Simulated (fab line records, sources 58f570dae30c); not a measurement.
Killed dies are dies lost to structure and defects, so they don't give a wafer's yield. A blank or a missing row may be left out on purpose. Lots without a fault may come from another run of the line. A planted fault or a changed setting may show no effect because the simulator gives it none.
Chamber matching | flow berkeley_cmos170 | UCB170_V1_CMP_02 on cmp-02: 4 sister chambers
The step polishes SiO2. 4 wafers are shown with their chamber, then 7 later ones without.

WAFERS WITH THEIR CHAMBER
wafer  | chamber | motor_current_A (A)
L914.5 | 3       | 16.0
L918.5 | 1       | 17.7
L924.1 | 0       | 14.0
L924.2 | 2       | 18.4

WAFERS WITHOUT THEIR CHAMBER
wafer  | motor_current_A (A)
L924.3 | 17.8
L932.1 | 18.8
L932.2 | 18.1
L932.6 | 19.1
L933.2 | 14.1
L933.5 | 18.1
L933.6 | 14.7

WHICH CHAMBER EACH WENT THROUGH
wafer  | from the rows above     | in truth
L924.3 | can't be placed: 1 or 2 | 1
L932.1 | can't be placed: 2 or 1 | 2
L932.2 | can't be placed: 2 or 1 | 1
L932.6 | can't be placed: 2 or 1 | 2
L933.2 | 0                       | 0
L933.5 | can't be placed: 2 or 1 | 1
L933.6 | can't be placed: 0 or 3 | 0
Placed correctly: 1 of 7. Can't be placed from these rows: 6 (the true chamber is among the candidates in 6). Placed wrongly: 0.
How it was worked out, from the rows above alone: a wafer's distance from a chamber is the root of the sum, over the readings, of the square of ((its reading less the chamber's mean) divided by the reading's scatter). The wafer belongs to the nearest chamber; if the next one is less than 2 further off, it can't be placed. A chamber's mean is the mean of its shown wafers. The scatter: with one shown wafer a chamber, the root of the mean of the squares of how far each hidden wafer lies from its nearest shown one.
